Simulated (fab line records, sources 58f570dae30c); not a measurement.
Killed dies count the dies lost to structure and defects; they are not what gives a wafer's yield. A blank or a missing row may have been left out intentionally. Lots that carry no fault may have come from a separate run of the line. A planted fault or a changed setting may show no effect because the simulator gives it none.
The tool behind it: which one? | flow berkeley-cmos170 | 45 wafers from 15 lots sampled at 4 of the route's 331 steps

WHAT EACH GAUGE READ, for each wafer
UCB170_ACTIVE_THK_MEAS_03. Usual: ACTIVE_OXIDE_THK 26.3 nm, standard deviation 0.44.
lot  | measured     | on            | ACTIVE_OXIDE_THK (nm) | flag
L638 | day 4 02:38  | film-metro-04 | 26.6 26.2 26.2        |
L639 | day 4 19:17  | film-metro-02 | 26.6 26.0 26.3        |
L640 | day 5 04:41  | film-metro-02 | 26.2 26.3 26.0        |
L641 | day 5 04:45  | film-metro-02 | 26.5 26.7 26.4        |
L642 | day 5 09:59  | film-metro-02 | 26.1 26.1 26.0        |
L645 | day 6 01:22  | film-metro-02 | 26.6 26.3 26.3        |
L644 | day 6 01:19  | film-metro-02 | 26.2 26.3 26.7        |
L646 | day 6 01:16  | film-metro-02 | 26.5 27.0 26.8        |
L648 | day 6 10:47  | film-metro-02 | 26.6 25.9 26.4        |
L656 | day 8 20:35  | film-metro-02 | 26.7 27.2 26.4        |
L657 | day 8 20:36  | film-metro-04 | 26.2 26.2 26.3        |
L658 | day 8 20:38  | film-metro-03 | 26.4 26.9 26.5        |
L659 | day 8 20:35  | film-metro-03 | 26.4 26.2 26.0        |
L660 | day 10 01:53 | film-metro-03 | 26.9 25.9 26.6        |
L661 | day 9 09:46  | film-metro-03 | 25.9 26.4 25.9        |

UCB170_ACTIVE_THK_MEAS_06. Usual: ACTIVE_NITRIDE_THK 221.9 nm, standard deviation 2.4.
lot  | measured     | on            | ACTIVE_NITRIDE_THK (nm) | flag
L638 | day 4 10:19  | film-metro-02 | 221.3 220.5 219.7       |
L639 | day 5 03:04  | film-metro-02 | 221.0 219.1 221.4       |
L640 | day 5 13:08  | film-metro-04 | 224.5 222.7 223.3       |
L641 | day 5 13:08  | film-metro-03 | 224.9 227.0 225.5       |
L642 | day 5 19:08  | film-metro-03 | 223.6 225.3 222.7       |
L645 | day 6 09:55  | film-metro-04 | 320.6 319.8 319.7       | OFF
L644 | day 6 09:55  | film-metro-03 | 318.9 319.3 320.7       | OFF
L646 | day 6 09:56  | film-metro-02 | 322.7 323.5 323.1       | OFF
L648 | day 6 17:16  | film-metro-04 | 221.4 219.9 222.0       |
L656 | day 9 02:35  | film-metro-04 | 219.4 218.2 219.9       |
L657 | day 9 02:34  | film-metro-03 | 217.4 218.2 217.5       |
L658 | day 9 02:37  | film-metro-04 | 221.8 222.3 221.8       |
L659 | day 9 02:35  | film-metro-02 | 225.9 224.4 224.6       |
L660 | day 10 07:53 | film-metro-03 | 216.7 217.0 219.6       |
L661 | day 9 15:06  | film-metro-03 | 218.3 218.3 220.0       |

WHAT TOOL EACH LOT RAN ON (gives the tool, then ch and the chambers of the sampled wafers, and finally the start)
lot  | UCB170_NWELL_STRIP_15               | UCB170_ACTIVE_CVD_05
L638 | plasma-asher-02 ch 0,1, day 2 12:45 | lpcvd-02 ch 1, day 4 08:24
L639 | plasma-asher-03 ch 0,1, day 2 19:39 | lpcvd-01 ch 0, day 5 01:09
L640 | plasma-asher-04 ch 0,1, day 3 02:46 | lpcvd-02 ch 0, day 5 11:13
L641 | plasma-asher-04 ch 0,1, day 3 05:56 | lpcvd-02 ch 0, day 5 11:13
L642 | plasma-asher-02 ch 0,1, day 3 13:56 | lpcvd-01 ch 1, day 5 17:13
L645 | plasma-asher-02 ch 0,1, day 4 01:48 | lpcvd-01 ch 1, day 6 07:59
L644 | plasma-asher-03 ch 0,1, day 4 01:51 | lpcvd-01 ch 1, day 6 07:59
L646 | plasma-asher-02 ch 0,1, day 4 06:30 | lpcvd-01 ch 0, day 6 07:59
L648 | plasma-asher-02 ch 0,1, day 4 15:43 | lpcvd-02 ch 0, day 6 15:20
L656 | plasma-asher-03 ch 0,1, day 6 12:23 | lpcvd-01 ch 1, day 9 00:38
L657 | plasma-asher-02 ch 0,1, day 6 12:36 | lpcvd-01 ch 0, day 9 00:38
L658 | plasma-asher-02 ch 0,1, day 6 17:27 | lpcvd-01 ch 1, day 9 00:38
L659 | plasma-asher-03 ch 0,1, day 6 17:36 | lpcvd-01 ch 0, day 9 00:38
L660 | plasma-asher-02 ch 0,1, day 7 09:19 | lpcvd-02 ch 1, day 10 05:59
L661 | plasma-asher-03 ch 0,1, day 7 09:21 | lpcvd-02 ch 1, day 9 13:10
- UCB170_NWELL_STRIP_15: strips in O2.
- UCB170_ACTIVE_CVD_05: deposits Si3N4 from SiH2Cl2/NH3, target thk 220 nm, time 3300 s.

WHAT THE TOOLS THEMSELVES READ (means of the sampled wafers that have a number; where no wafer has one, the mark that the record gives instead)
UCB170_NWELL_STRIP_15. Usual: drypump-motor-current-A 5.53 A, standard deviation 0.23; oes-product-au 0.721 a.u., standard deviation 0.0044; strip-time-to-endpoint-s 18.02 s, standard deviation 0.079.
lot  | tool            | drypump-motor-current-A (A) | oes-product-au (a.u.) | strip-time-to-endpoint-s (s) | flag
L638 | plasma-asher-02 | 5.30                        | 0.720                 | 18.06                        |
L639 | plasma-asher-03 | 5.60                        | 0.721                 | 17.95                        |
L640 | plasma-asher-04 | 5.76                        | 0.719                 | 18.10                        |
L641 | plasma-asher-04 | 5.78                        | 0.720                 | 17.95                        |
L642 | plasma-asher-02 | 5.47                        | 0.722                 | 18.09                        |
L645 | plasma-asher-02 | 5.29                        | 0.726                 | 18.09                        |
L644 | plasma-asher-03 | 5.63                        | 0.724                 | 17.93                        |
L646 | plasma-asher-02 | 5.29                        | 0.724                 | 18.11                        |
L648 | plasma-asher-02 | 5.49                        | 0.722                 | 17.99                        |
L656 | plasma-asher-03 | 5.61                        | 0.721                 | 17.99                        |
L657 | plasma-asher-02 | 5.46                        | 0.717                 | 18.08                        |
L658 | plasma-asher-02 | 5.30                        | 0.720                 | 18.01                        |
L659 | plasma-asher-03 | 5.58                        | 0.720                 | 18.04                        |
L660 | plasma-asher-02 | 5.47                        | 0.719                 | 18.02                        |
L661 | plasma-asher-03 | 5.60                        | 0.724                 | 17.98                        |

THE ANSWER, worked out from the rows above alone
Rule: a lot counts as off when the mean over its wafers that have a number is more than 3 standard deviations away from the usual mean. Also off: a lot with no number at a reading for which 4 or more lots have one. Where the step has rows for the other lots, those lots are counted as sound. The gauges are gone through in route order, then the tools' own readings, and for those a lot's mean is taken as printed above. The first step at which some lot is off is used, and at that step the reading that is off furthest; a lot without a number counts as furthest.
Off: L645, L644, L646, seen at UCB170_ACTIVE_THK_MEAS_06 (ACTIVE_NITRIDE_THK).
If a tool, at a process step before that reading, ran all the lots that are off and no sound lot after the first of them, it fits. The gauges at UCB170_ACTIVE_THK_MEAS_06 are tried like those tools. Not one of the candidates tried fits.

WHAT HAD BEEN PUT IN BY THE SIMULATOR
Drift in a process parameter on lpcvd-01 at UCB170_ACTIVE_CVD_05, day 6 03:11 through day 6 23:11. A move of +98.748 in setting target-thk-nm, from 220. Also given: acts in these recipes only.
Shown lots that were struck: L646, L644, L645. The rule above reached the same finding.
